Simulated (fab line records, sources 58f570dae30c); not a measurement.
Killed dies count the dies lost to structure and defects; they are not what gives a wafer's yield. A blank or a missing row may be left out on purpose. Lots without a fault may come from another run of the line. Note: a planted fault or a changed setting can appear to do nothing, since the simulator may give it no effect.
The tool behind it: which one? | flow berkeley-cmos170 | route of 331 steps, sampled at 1 step: 6 lots, 18 wafers

WHAT EACH GAUGE READ, for each wafer
UCB170_CONTACT_CD_MEAS_15 targets a cd of 700 nm.
lot  | measured     | on        | cd-nm (nm)
L280 | day 7 11:43  | cd-sem-01 | 701.5 701.9 700.6
L290 | day 9 23:48  | cd-sem-02 | 698.3 698.3 699.8
L297 | day 10 22:46 | cd-sem-01 | 697.9 698.3 697.9
L294 | day 10 23:06 | cd-sem-01 | 698.5 697.5 700.8
L300 | day 11 14:17 | cd-sem-01 | 701.1 700.7 700.8
L302 | day 11 21:32 | cd-sem-02 | 701.4 700.5 699.7

TOOL THAT RAN EACH LOT (tool first, then ch and the chambers of the sampled wafers, then the start)
No process step before these readings appears in the record.

THE ANSWER, worked out from the rows above alone
Rule: the usual values come from the lots themselves. Put in order of their means at a reading, lots are off if they are a third of the lots or fewer, leave a main group of 4 or more, and stand apart from it by a gap of 3 or more times the standard deviation of the main group's means; of several such gaps the widest counts. Not used: any main group whose means are identical at the precision the tables above print for the reading. Also off: a lot with no number at a reading for which 4 or more lots have one. All remaining lots with rows at the step are treated as sound.
Nothing can be told from this: no lot is off at any reading shown.

WHAT THE SIMULATOR HAD PUT IN
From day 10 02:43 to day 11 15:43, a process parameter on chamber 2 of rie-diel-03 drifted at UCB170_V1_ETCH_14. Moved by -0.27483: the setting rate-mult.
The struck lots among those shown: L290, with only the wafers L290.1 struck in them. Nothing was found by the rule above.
